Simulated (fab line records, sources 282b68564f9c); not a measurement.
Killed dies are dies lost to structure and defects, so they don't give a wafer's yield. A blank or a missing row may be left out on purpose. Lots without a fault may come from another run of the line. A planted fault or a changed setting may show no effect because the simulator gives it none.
Which tool did it? | flow rit_cmos | 7 lots, 21 wafers sampled, at 2 steps of a route of 202

WHAT THE GAUGES READ, wafer by wafer
RIT_PRETRO_TW_MEAS_10.
lot  | measured    | on            | PRETRO_TW
L287 | day 2 19:06 | film_metro-02 | 484 483 480
L289 | day 3 05:24 | film_metro-02 | 484 484 482
L291 | day 3 17:24 | film_metro-01 | 476 475 474
L293 | day 4 00:55 | film_metro-02 | 485 484 484
L296 | day 4 16:54 | film_metro-02 | 482 481 484
L299 | day 5 06:49 | film_metro-02 | 485 487 486
L308 | day 7 06:26 | film_metro-03 | 510 513 509

WHICH TOOL RAN EACH LOT (tool, then ch and the chambers of the sampled wafers, then the start)
lot  | RIT_PRETRO_IMPLANT_08
L287 | implanter-04 ch 0, day 2 18:46
L289 | implanter-02 ch 0, day 3 05:05
L291 | implanter-04 ch 0, day 3 17:04
L293 | implanter-03 ch 0, day 4 00:35
L296 | implanter-04 ch 0, day 4 16:35
L299 | implanter-02 ch 0, day 5 06:29
L308 | implanter-02 ch 0, day 7 06:07
- RIT_PRETRO_IMPLANT_08

THE ANSWER, worked out from the rows above alone
Rule: what is usual is taken from the lots themselves. Put in order of their means at a reading, lots are off if they are a third of the lots or fewer, leave a main group of 4 or more, and stand apart from it by a gap of 3 or more times the standard deviation of the main group's means; of several such gaps the widest counts. A main group whose means are all the same, to the digits that the tables above print for the reading, isn't used. A lot without any number at a reading at which 4 lots or more have one is off too. The other lots that the step has rows for count as sound.
Off: L308, at RIT_PRETRO_TW_MEAS_10 (PRETRO_TW). The main group: mean 482, standard deviation 3.5.
A tool fits if, at a process step before that reading, it ran every lot that is off, and no sound lot after the first of them. The gauges at RIT_PRETRO_TW_MEAS_10 are tried like those tools. Can't be told from this: 2 tools fit, implanter-02 at RIT_PRETRO_IMPLANT_08, film_metro-03 at RIT_PRETRO_TW_MEAS_10.

WHAT THE SIMULATOR HAD PUT IN
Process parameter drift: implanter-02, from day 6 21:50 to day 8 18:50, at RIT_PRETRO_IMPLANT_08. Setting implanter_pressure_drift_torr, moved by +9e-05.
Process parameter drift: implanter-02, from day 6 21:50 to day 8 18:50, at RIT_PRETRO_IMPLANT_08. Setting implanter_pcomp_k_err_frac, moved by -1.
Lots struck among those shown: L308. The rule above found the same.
